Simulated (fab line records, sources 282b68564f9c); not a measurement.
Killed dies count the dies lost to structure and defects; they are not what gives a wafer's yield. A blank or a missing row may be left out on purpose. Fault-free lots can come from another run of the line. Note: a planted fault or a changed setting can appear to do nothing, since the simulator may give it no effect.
Struck lot and sound lot, side by side ; flow rit_cmos ; 18 steps out of a route of 202
Sound: the wafers L357.3, L357.4, L357.5. Struck: wafers L372.2, L372.3, L372.6. The cause is given at the end.
Each step with rows lists, per side, the tool, then ch with its chambers, then its first start. Under that, the readings that differ: sound wafers ; struck wafers ; difference of the means ; sigmas: that difference in standard deviations of wafers without a fault.
alike: readings with means less than 2 such deviations apart, plus words and numbers identical on both sides. not compared: withheld readings, readings lacking a value on some wafer, bounds such as >300 that could conceal the same value, and numbers that have no deviation in the record and whose values overlap.
A row with sigmas, a row that says differs or no value, or rows on one side alone: a step with any of these is where the two part. Non-overlapping numbers with no deviation appear without sigmas and do not part them. Lack of a reading on every wafer of one side parts them only where that side has two or more wafers.

RIT_M1_SPUTTER_00: material Al, target thk 400 nm, time 500 s.
  struck on pvd_sputter-03, day 6 12:34; sound on pvd_sputter-03, day 3 06:43
  alike: throttle_valve_pct
RIT_M1_RS_MEAS_01: the measuring method here is four-point-probe.
  struck on film_metro-02, day 6 12:53; sound on film_metro-02, day 3 07:10
  alike: M1_AL_RS
RIT_M1_THK_MEAS_02: measures by xrf.
  struck on film_metro-02, day 6 12:59; sound on film_metro-02, day 3 07:16
  alike: M1_AL_THK
then, 6 steps without rows for these wafers: RIT_M1_HMDS_03 (prime time 60 s); RIT_M1_COAT_04 (resist thk 1300 nm); RIT_M1_SOFTBAKE_05 (time 60 s); RIT_M1_EXPOSE_06 (exposes mask M12, target cd 2600 nm); RIT_M1_PEB_07; RIT_M1_DEVELOP_08 (develop time 68 s).
RIT_M1_CD_MEAS_09 targets a cd of 2600 nm.
  struck on cd_sem-02, day 6 14:02; sound on cd_sem-02, day 3 08:25
  alike: cd_nm
RIT_M1_OVL_MEAS_10:
  struck on overlay-01, day 6 14:08; sound on overlay-02, day 3 08:31
  alike: M1_OVL
then, 1 step without rows for these wafers: RIT_M1_HARDBAKE_11 (time 120 s).
RIT_M1_METAL_ETCH_12: etches Al in Cl2/BCl3, stops on SiO2, time 165 s, target depth 600 nm.
  sound on rie_metal-01 ch 0,1, day 3 08:58; struck on rie_metal-01 ch 0,1, day 6 14:25
reading;sound;struck;difference;sigmas
oes_product_au (a.u.);0.782 0.791 0.784;0.678 0.678 0.691;-0.103;-9
run_length_s (s);193.7 193.8 193.3;239.5 240.0 240.2;+46.3;+84
model.NOVOLAK_of_M1_COAT_04.thk_nm (nm);816.5 801.1 821.6;725.1 699.5 709.1;-101.8;
model.M1.feature_depth_nm (nm);449 447.7 444.1;449.4 453.1 456.6;+6.1;
  alike: bcl3_flow_sccm, drypump_motor_current_A, throttle_valve_pct
  not compared: rf_hours_counter_h, model.SiO2_of_CONTACT_CVD_00.thk_nm
then, 1 step without rows for these wafers: RIT_M1_STRIP_13 (strips in nmp, time 600 s).
RIT_M1_STRIP_14: strips in O2, time 180 s.
  sound on plasma_asher-02 ch 0,1, day 3 09:19; struck on plasma_asher-03 ch 0,1, day 6 14:46
  alike: drypump_motor_current_A, o2_flow_sccm
  not compared: rf_hours_counter_h
RIT_M1_CD_MEAS_90 targets a cd of 2600 nm.
  struck on cd_sem-01, day 6 14:57; sound on cd_sem-01, day 3 09:28
reading;sound;struck;difference;sigmas
cd_nm (nm);2602.8 2598.4 2602.6;2594.4 2592.2 2593.1;-8.0;-3
then, 1 step without rows for these wafers: RIT_M1_ANNEAL_15 (time 1800 s).
RIT_M1_PROBE_99:
  struck on prober-02, day 6 16:43; sound on prober-02, day 3 14:38
reading;sound;struck;difference;sigmas
sort_bin_6_memory (%);1.1 1.5 0.4;2.3 3.8 2.7;+1.9;+3
model.etest.antenna_m1.vt_shift_v (V);-0.00894 -0.01177 -0.01098;-0.01755 -0.02412 -0.0234;-0.01113;
  alike: defect_limited_yield, killed_at_contacts, killed_at_front_end, killed_dies, killed_open, killed_short, sort_bin_3_pad_short, sort_bin_5_function, sort_n_pass, sort_yield_pct

== WHERE THEY PART ==
First at RIT_M1_METAL_ETCH_12; last, within this record, at RIT_M1_PROBE_99.

WHY: whatever the simulator had introduced
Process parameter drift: rie_metal-01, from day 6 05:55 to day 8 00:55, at RIT_M1_METAL_ETCH_12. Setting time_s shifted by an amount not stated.
